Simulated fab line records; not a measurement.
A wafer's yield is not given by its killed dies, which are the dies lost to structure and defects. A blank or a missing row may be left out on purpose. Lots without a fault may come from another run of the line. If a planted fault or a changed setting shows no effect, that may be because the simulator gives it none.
Commonality check across tools    flow berkeley-cmos170    Lots sampled 15, wafers sampled 45

== THE REASON FOR OPENING IT ==
UCB170_NWELL_TW_MEAS_16, reading NWELL_TW: flagged on 3 of 15 lots. Fault-free wafers read 1245, with a standard deviation of 12.
Rule: a lot is flagged in two cases, either no wafer of it has a number, or all its wafers with numbers fall more than 4 standard deviations from that mean. The other lots count as sound.

lot   measured     on             NWELL_TW, wafer by wafer  flag
L270  day 2 23:53  film-metro-02  1242 1244 1247            
L269  day 3 00:31  film-metro-02  1252 1242 1240            
L271  day 3 10:56  film-metro-04  1256 1262 1260            
L273  day 3 20:52  film-metro-04  1264 1261 1261            
L272  day 3 21:07  film-metro-02  1558 1558 1555            FLAGGED
L275  day 4 08:26  film-metro-04  1564 1580 1571            FLAGGED
L277  day 4 15:13  film-metro-03  1232 1230 1231            
L280  day 5 06:46  film-metro-03  1528 1535 1531            FLAGGED
L282  day 5 17:19  film-metro-02  1242 1250 1240            
L283  day 5 17:36  film-metro-02  1252 1243 1241            
L284  day 6 07:56  film-metro-03  1225 1227 1223            
L285  day 6 08:13  film-metro-03  1221 1220 1221            
L287  day 6 21:05  film-metro-02  1242 1250 1245            
L288  day 6 21:22  film-metro-04  1260 1252 1258            
L290  day 7 08:12  film-metro-03  1230 1229 1223            
On average the flagged lots' numbers are 1553, which is +308 against the usual, or +26 standard deviations.

== EACH LOT AND THE TOOL IT RAN ON ==
The record holds 1 process step before the reading, out of a route of 331 steps. Every cell lists first the tool, next ch and the chambers used by the sampled wafers, and last the start.
lot   flag     UCB170_NWELL_IMPLANT_14
L270           implanter-02 ch 0, day 2 23:38
L269           implanter-03 ch 0, day 3 00:16
L271           implanter-04 ch 0, day 3 10:41
L273           implanter-03 ch 0, day 3 20:38
L272  FLAGGED  implanter-04 ch 0, day 3 20:24
L275  FLAGGED  implanter-02 ch 0, day 4 07:52
L277           implanter-04 ch 0, day 4 14:59
L280  FLAGGED  implanter-02 ch 0, day 5 06:11
L282           implanter-04 ch 0, day 5 17:05
L283           implanter-02 ch 0, day 5 17:22
L284           implanter-03 ch 0, day 6 07:41
L285           implanter-02 ch 0, day 6 07:59
L287           implanter-02 ch 0, day 6 20:50
L288           implanter-04 ch 0, day 6 21:07
L290           implanter-02 ch 0, day 7 07:57
What these steps do:
- UCB170_NWELL_IMPLANT_14
- UCB170_NWELL_TW_MEAS_16

== FLAGGED OVER TOTAL, TOOL BY TOOL (the gauges that took the reading come last) ==
step                     tool           lots run  flagged  share of the flagged lots  sound lots run after its first flagged lot
UCB170_NWELL_IMPLANT_14  implanter-02   7         2        some                       4 (L283,L285,L287,L290)
UCB170_NWELL_IMPLANT_14  implanter-03   3         0        none                       -
UCB170_NWELL_IMPLANT_14  implanter-04   5         1        some                       3 (L277,L282,L288)
UCB170_NWELL_TW_MEAS_16  film-metro-02  6         1        some                       3 (L282,L283,L287)
UCB170_NWELL_TW_MEAS_16  film-metro-03  5         1        some                       3 (L284,L285,L290)
UCB170_NWELL_TW_MEAS_16  film-metro-04  4         1        some                       1 (L288)

== THE TABLE: WHAT IT ALLOWS ==
No row of the table ran every flagged lot.

== WHAT THE SIMULATOR HAD PUT IN ==
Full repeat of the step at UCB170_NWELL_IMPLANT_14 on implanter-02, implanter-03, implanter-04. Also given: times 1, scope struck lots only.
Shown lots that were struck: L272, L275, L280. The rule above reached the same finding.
